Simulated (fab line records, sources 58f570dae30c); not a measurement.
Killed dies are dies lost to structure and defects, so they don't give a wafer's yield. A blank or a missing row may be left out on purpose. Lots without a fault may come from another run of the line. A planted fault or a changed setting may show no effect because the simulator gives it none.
A struck lot beside a sound one | flow berkeley_cmos170 | 15 steps out of a route of 331
Sound: wafers L739.2, L739.4, L739.6. Struck: wafers L751.2, L751.5, L751.6. The cause comes at the end.
At each step with rows: each side's tool, then ch and its chambers, then its first start. Under that, the readings that differ: sound wafers | struck wafers | difference of the means | sigmas: that difference in standard deviations of wafers without a fault.
alike: readings whose means differ by less than 2 such deviations, and words and numbers that are the same on both sides. not compared: withheld readings, readings that some wafer has no value for, bounds like >300 that may hide the same value, and numbers for which the record gives no deviation and whose values overlap.
The two part at a step that has a row with sigmas, a row that says differs or no value, or rows on one side only. Numbers that don't overlap but have no deviation are shown without sigmas and don't part them. A reading that every wafer of one side lacks parts them only if that side has two wafers or more.

UCB170_V1_CD_MEAS_12: target cd 700 nm.
  sound on cd_sem-01, day 8 10:33; struck on cd_sem-01, day 10 21:02
  alike: cd_nm
UCB170_V1_OVL_MEAS_13:
  sound on overlay-02, day 8 10:40; struck on overlay-01, day 10 21:08
  alike: V1_OVL
UCB170_V1_ETCH_14: etches SiO2 in CHF3/CF4/Ar, stops on Al, target depth 1250 nm, time 291 s.
  sound on rie_diel-03 ch 0,1, day 8 10:41; struck on rie_diel-01 ch 2,3, day 10 21:10
  alike: drypump_motor_current_A, oes_product_au, throttle_valve_pct
  not compared: rf_hours_counter_h
UCB170_V1_STRIP_15: strips in O2.
  sound on plasma_asher-03 ch 0,1, day 8 10:52; struck on plasma_asher-04 ch 0,1, day 10 21:20
  alike: drypump_motor_current_A, o2_flow_sccm, oes_product_au, strip_time_to_endpoint_s
  not compared: rf_hours_counter_h
UCB170_V1_CD_MEAS_90: target cd 700 nm.
  sound on cd_sem-02, day 8 10:59; struck on cd_sem-02, day 10 21:31
  alike: cd_nm
then, 1 step without rows for these wafers: UCB170_M2_PRE_CLEAN_00 (preclean etch time 60 s).
UCB170_M2_SPUTTER_01: material Al, target thk 900 nm, time 120 s.
  sound on pvd_sputter-03, day 8 11:10; struck on pvd_sputter-04, day 10 21:40
  alike: throttle_valve_pct
UCB170_M2_RS_MEAS_02: measures by four-point-probe.
  sound on film_metro-02, day 8 11:16; struck on film_metro-03, day 10 21:47
  alike: M2_AL_RS
UCB170_M2_THK_MEAS_03: measures by xrf.
  sound on film_metro-02, day 8 11:22; struck on film_metro-03, day 10 21:53
  alike: M2_AL_THK
then, 3 steps without rows for these wafers: UCB170_M2_HMDS_04 (prime time 60 s); UCB170_M2_COAT_05 (resist thk 900 nm); UCB170_M2_SOFTBAKE_06 (time 60 s).
UCB170_M2_STRIP_07: strips in O2.
  sound on plasma_asher-03 ch 0,1, day 8 12:44; struck on plasma_asher-01 ch 0,1, day 10 22:37
  reading                      | sound             | struck            | difference | sigmas
  o2_flow_sccm (sccm)          | 398.9 399.5 400.1 | 318.9 317.7 319.0 | -81.0      | -74
  oes_product_au (a.u.)        | 0.733 0.730 0.744 | 0.724 0.714 0.721 | -0.016     | -4
  strip_time_to_endpoint_s (s) | 21.89 21.92 21.89 | 22.73 22.79 22.71 | +0.84      | +14
  alike: drypump_motor_current_A
  not compared: rf_hours_counter_h
then, 2 steps without rows for these wafers: UCB170_M2_STRIP_08 (strips KrF in DMSO, time 600 s); UCB170_M3_PROBE_99.

WHERE THEY PART
Only at UCB170_M2_STRIP_07, within this record.

WHY: what the simulator had put in
Process parameter drift: plasma_asher-01, from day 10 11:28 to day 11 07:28, at UCB170_M2_STRIP_07. Setting o2_flow_sccm, moved by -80, from 400. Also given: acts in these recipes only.
